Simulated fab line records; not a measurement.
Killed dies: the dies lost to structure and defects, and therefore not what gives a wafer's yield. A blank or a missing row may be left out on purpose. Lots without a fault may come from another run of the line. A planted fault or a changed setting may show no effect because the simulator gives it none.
A struck lot beside a sound one :: flow rit cmos :: 15 out of 202 route steps
Sound: these wafers, L576.2, L576.3, L576.5. Wafers L578.1, L578.2, L578.5 were the ones struck. The cause is given at the end.
Each step with rows lists, per side, the tool, then ch with its chambers, then its first start. Under that, the readings that differ: sound wafers :: struck wafers :: difference of the means :: sigmas: that difference in standard deviations of wafers without a fault.
alike: readings whose means differ by less than 2 such deviations, and words and numbers that are the same on both sides. not compared: withheld readings, readings that some wafer has no value for, bounds like >300 that may hide the same value, and numbers for which the record gives no deviation and whose values overlap.
Wherever a step has rows on one side only, a row that says differs or no value, or a row with sigmas, the two part there. Numbers that don't overlap but have no deviation are shown without sigmas and don't part them. A reading that every wafer of one side lacks parts them only if that side has two wafers or more.

first, 2 steps without rows for these wafers: RIT_SDANNEAL_CLEAN_01 (cleans in dHF, time 30 s); RIT_SDANNEAL_CLEAN_02 (cleans in SC2, time 600 s).
RIT_SDANNEAL_RTA_03: time 5 s.
  sound on rtp anneal-02 ch 0, day 5 11:37; struck on rtp anneal-02 ch 0, day 5 21:19
  alike: wafer_temp_C_max
RIT_SDANNEAL_RS_MEAS_04: measures by four-point-probe.
  sound on film metro-03, day 5 11:41; struck on film metro-04, day 5 21:22
  alike: PSD_RS
RIT_SDANNEAL_RS_MEAS_05: measures by four-point-probe.
  sound on film metro-03, day 5 11:48; struck on film metro-04, day 5 21:29
  alike: NSD_RS
RIT_SDANNEAL_RS_MEAS_06: measures by four-point-probe.
  sound on film metro-03, day 5 11:55; struck on film metro-04, day 5 21:36
  alike: PLDD_RS
RIT_SDANNEAL_RS_MEAS_07: measures by four-point-probe.
  sound on film metro-03, day 5 12:02; struck on film metro-04, day 5 21:43
  alike: NLDD_RS
then, 1 step without rows for these wafers: RIT_SILICIDE_WET_ETCH_00 (etches SiO2 in BOE, target depth 14 nm, time 15 s).
RIT_SILICIDE_SPUTTER_01: material Ti, target thk 30 nm, time 240 s.
  sound on pvd sputter-02, day 5 12:09; struck on pvd sputter-02, day 5 21:52
  alike: chamber pressure pa, throttle valve pct
RIT_SILICIDE_RS_MEAS_02: measures by four-point-probe.
  sound on film metro-01, day 5 12:19; struck on film metro-03, day 5 22:01
  alike: SILICIDE_TI_RS
RIT_SILICIDE_THK_MEAS_03: measures by xrf.
  sound on film metro-01, day 5 12:26; struck on film metro-03, day 5 22:08
  alike: SILICIDE_TI_THK
RIT_SILICIDE_RTA_04: time 10 s, ramp up 5 s, ramp down 5 s.
  sound on rtp anneal-01 ch 0, day 5 12:30; struck on rtp anneal-01 ch 0, day 5 22:11
  alike: wafer_temp_C_max
RIT_SILICIDE_WET_ETCH_05: etches Ti in SPM, time 120 s.
  sound on wet bench-03 ch 3, day 5 12:33; struck on wet bench-03 ch 3, day 5 22:15
reading: run length s (s)
sound: 146.2 146.2 146.2
struck: 105.0 105.0 105.0
difference: -41.2
sigmas: -16
RIT_SILICIDE_RTA_06: time 10 s, ramp up 5 s, ramp down 10 s.
  sound on rtp anneal-02 ch 0, day 5 12:36; struck on rtp anneal-02 ch 0, day 5 22:17
  alike: wafer_temp_C_max
RIT_M1_PROBE_99:
  sound on prober-02, day 5 19:09; struck on prober-02, day 6 04:54
reading: model.etest.pmos_0p15.gate log10 a cm2
sound: -6.53 -6.482 -6.745
struck: -1.861 -1.819 -2.014
difference: +4.688
sigmas: 

reading: model.etest.nmos narrow.off log10 a um
sound: -13.32 -13.34 -13.29
struck: -8.861 -8.819 -9.014
difference: +4.419
sigmas: 

reading: model.etest.nmos_0p3.off log10 a um
sound: -12.98 -12.97 -13.07
struck: -8.861 -8.819 -9.014
difference: +4.109
sigmas: 

reading: model.etest.gate end array.leak log10 a um
sound: -12.83 -12.86 -12.9
struck: -8.785 -8.504 -8.882
difference: +4.140
sigmas: 

reading: model.etest.pmos_0p3.off log10 a um
sound: -12.86 -12.91 -13.01
struck: -8.861 -8.819 -9.014
difference: +4.029
sigmas: 

reading: model.etest.pmos narrow.off log10 a um
sound: -12.95 -12.8 -12.88
struck: -8.861 -8.819 -9.014
difference: +3.979
sigmas: 

reading: model.etest.nmos_0p15.gate log10 a cm2
sound: -5.433 -5.289 -5.697
struck: -1.861 -1.819 -2.013
difference: +3.575
sigmas: 

reading: model.etest.gate to diffusion comb.leak log10 a um
sound: -12.37 -12.23 -12.62
struck: -8.82 -8.934 -8.988
difference: +3.49
sigmas: 
  alike: killed at front end, killed dies, killed open, killed short

== WHERE THEY PART ==
Only at RIT_SILICIDE_WET_ETCH_05, within this record. Later steps at which nothing parts them and some readings are alike: RIT_SILICIDE_RTA_06, RIT_M1_PROBE_99.

WHY: what the simulator had put in
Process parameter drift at RIT_SILICIDE_WET_ETCH_05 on wet bench-03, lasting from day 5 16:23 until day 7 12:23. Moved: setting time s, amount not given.
